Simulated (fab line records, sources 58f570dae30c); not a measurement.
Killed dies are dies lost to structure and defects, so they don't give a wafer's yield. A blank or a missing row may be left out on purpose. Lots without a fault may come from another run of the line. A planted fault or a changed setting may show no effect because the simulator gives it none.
Which tool did it? | flow berkeley_cmos170 | 14 lots, 42 wafers sampled, at 4 steps of a route of 331

WHAT THE GAUGES READ, wafer by wafer
UCB170_ACTIVE_CD_MEAS_13: target cd 1200 nm. Usual: cd_nm 1200.7 nm, standard deviation 1.6.
lot  | measured    | on        | cd_nm (nm)           | flag
L682 | day 4 09:01 | cd_sem-02 | 1199.7 1199.7 1200.2 |
L683 | day 4 12:02 | cd_sem-02 | 1201.9 1199.8 1199.4 |
L685 | day 4 23:33 | cd_sem-02 | 1202.0 1202.3 1202.9 |
L687 | day 5 06:13 | cd_sem-02 | 1201.4 1201.6 1199.9 |
L686 | day 5 06:15 | cd_sem-01 | 1199.2 1200.2 1199.0 |
L688 | day 5 10:28 | cd_sem-01 | 1200.8 1201.2 1200.1 |
L690 | day 6 02:32 | cd_sem-02 | 1201.0 1202.3 1201.0 |
L694 | day 6 12:07 | cd_sem-01 | 1200.9 1199.7 1198.7 |
L695 | day 6 23:09 | cd_sem-01 | 1201.5 1200.6 1199.4 |
L698 | day 7 16:51 | cd_sem-02 | - - -                | OFF
L699 | day 7 17:08 | cd_sem-01 | - - -                | OFF
L700 | day 8 00:11 | cd_sem-02 | 1200.6 1200.3 1201.0 |
L704 | day 8 12:00 | cd_sem-02 | 1200.5 1200.2 1201.0 |
L705 | day 9 01:26 | cd_sem-02 | 1201.5 1200.5 1202.4 |

UCB170_ACTIVE_CD_MEAS_90: target cd 1200 nm. Usual: cd_nm 1200.6 nm, standard deviation 1.6.
lot  | measured    | on        | cd_nm (nm)           | flag
L682 | day 4 09:25 | cd_sem-01 | 1200.0 1199.5 1200.1 |
L683 | day 4 12:23 | cd_sem-02 | 1201.7 1199.3 1198.9 |
L685 | day 4 23:54 | cd_sem-02 | 1201.8 1202.6 1202.0 |
L687 | day 5 06:37 | cd_sem-01 | 1200.5 1201.3 1200.0 |
L686 | day 5 06:44 | cd_sem-01 | 1198.6 1199.9 1198.7 |
L688 | day 5 10:49 | cd_sem-02 | 1201.3 1201.5 1200.4 |
L690 | day 6 02:53 | cd_sem-01 | 1200.7 1201.9 1200.7 |
L694 | day 6 12:28 | cd_sem-01 | 1200.9 1199.5 1199.3 |
L695 | day 6 23:30 | cd_sem-02 | 1201.6 1200.3 1198.8 |
L698 | day 7 17:15 | cd_sem-01 | - - -                | OFF
L699 | day 7 17:29 | cd_sem-01 | - - -                | OFF
L700 | day 8 00:32 | cd_sem-01 | 1200.5 1200.3 1201.0 |
L704 | day 8 12:21 | cd_sem-01 | 1200.5 1200.3 1200.8 |
L705 | day 9 01:47 | cd_sem-02 | 1201.0 1200.8 1202.7 |

UCB170_GATE_THK_MEAS_05. Usual: GATE_POLY_THK 214.4 nm, standard deviation 2.3.
lot  | measured     | on            | GATE_POLY_THK (nm) | flag
L682 | day 6 04:50  | film_metro-01 | 211.0 211.4 211.1  |
L683 | day 6 04:50  | film_metro-02 | 214.0 213.8 212.9  |
L685 | day 6 13:38  | film_metro-02 | 214.9 215.8 215.1  |
L687 | day 6 22:41  | film_metro-02 | 214.5 215.5 214.5  |
L686 | day 6 22:41  | film_metro-04 | 210.4 211.8 211.8  |
L688 | day 7 05:53  | film_metro-04 | 213.6 212.6 212.8  |
L690 | day 7 23:22  | film_metro-01 | 218.8 216.5 217.9  |
L694 | day 8 04:10  | film_metro-02 | 216.2 217.9 218.1  |
L695 | day 8 22:38  | film_metro-04 | 213.2 212.7 213.2  |
L700 | day 9 18:38  | film_metro-02 | 212.0 211.9 211.6  |
L704 | day 10 10:34 | film_metro-04 | 214.2 215.7 213.1  |
L705 | day 10 17:12 | film_metro-04 | 214.3 213.3 213.7  |

WHICH TOOL RAN EACH LOT (tool, then ch and the chambers of the sampled wafers, then the start)
lot  | UCB170_ACTIVE_DEVELOP_12
L682 | litho_track-02 ch 0, day 4 08:00
L683 | litho_track-04 ch 0, day 4 11:00
L685 | litho_track-03 ch 0, day 4 23:00
L687 | litho_track-03 ch 0, day 5 06:00
L686 | litho_track-04 ch 0, day 5 06:00
L688 | litho_track-02 ch 0, day 5 10:00
L690 | litho_track-04 ch 0, day 6 02:00
L694 | litho_track-03 ch 0, day 6 11:00
L695 | litho_track-02 ch 0, day 6 23:00
L698 | litho_track-02, day 7 16:00
L699 | litho_track-02, day 7 17:00
L700 | litho_track-03 ch 0, day 8 00:00
L704 | litho_track-04 ch 0, day 8 11:00
L705 | litho_track-04 ch 0, day 9 01:00
- UCB170_ACTIVE_DEVELOP_12: develop time 45 s.

WHAT THE TOOLS THEMSELVES READ (means of the sampled wafers that have a number; where no wafer has one, the mark that the record gives instead)
UCB170_ACTIVE_DEVELOP_12. Usual: chill_plate_temp_C 22.98 C, standard deviation 0.11.
lot  | tool           | chill_plate_temp_C (C) | flag
L682 | litho_track-02 | 22.96                  |
L683 | litho_track-04 | 22.94                  |
L685 | litho_track-03 | 22.90                  |
L687 | litho_track-03 | 22.93                  |
L686 | litho_track-04 | 22.96                  |
L688 | litho_track-02 | 23.02                  |
L690 | litho_track-04 | 23.04                  |
L694 | litho_track-03 | 22.92                  |
L695 | litho_track-02 | 22.94                  |
L698 | litho_track-02 | -                      | OFF
L699 | litho_track-02 | -                      | OFF
L700 | litho_track-03 | 23.10                  |
L704 | litho_track-04 | 22.96                  |
L705 | litho_track-04 | 22.96                  |

THE ANSWER, worked out from the rows above alone
Rule: a lot is off if the mean of its wafers that have a number lies more than 3 standard deviations from the usual mean. A lot without any number at a reading at which 4 lots or more have one is off too. The other lots that the step has rows for count as sound. The gauges are gone through in route order, then the tools' own readings, and for those a lot's mean is taken as printed above. The first step at which some lot is off is used, and at that step the reading that is off furthest; a lot without a number counts as furthest.
Off: L698, L699, at UCB170_ACTIVE_CD_MEAS_13 (cd_nm). Without a number there: L698, L699.
A tool fits if, at a process step before that reading, it ran every lot that is off, and no sound lot after the first of them. The gauges at UCB170_ACTIVE_CD_MEAS_13 aren't tried: what is off there is off at UCB170_ACTIVE_DEVELOP_12 too, on other tools, and a gauge's error can't cause that. One fits: litho_track-02 at UCB170_ACTIVE_DEVELOP_12. Its last sound lot is L695 (day 6 23:00), its first lot that is off L698 (day 7 16:00): a fault that began between those two fits.
Blank at UCB170_ACTIVE_DEVELOP_12 on the lots that are off, where sound lots have numbers: chill_plate_temp_C.

WHAT THE SIMULATOR HAD PUT IN
Skipped step whole: litho_track-02, from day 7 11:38 on, at UCB170_ACTIVE_DEVELOP_12. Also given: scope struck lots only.
Lots struck among those shown: L698, L699. The rule above found the same.
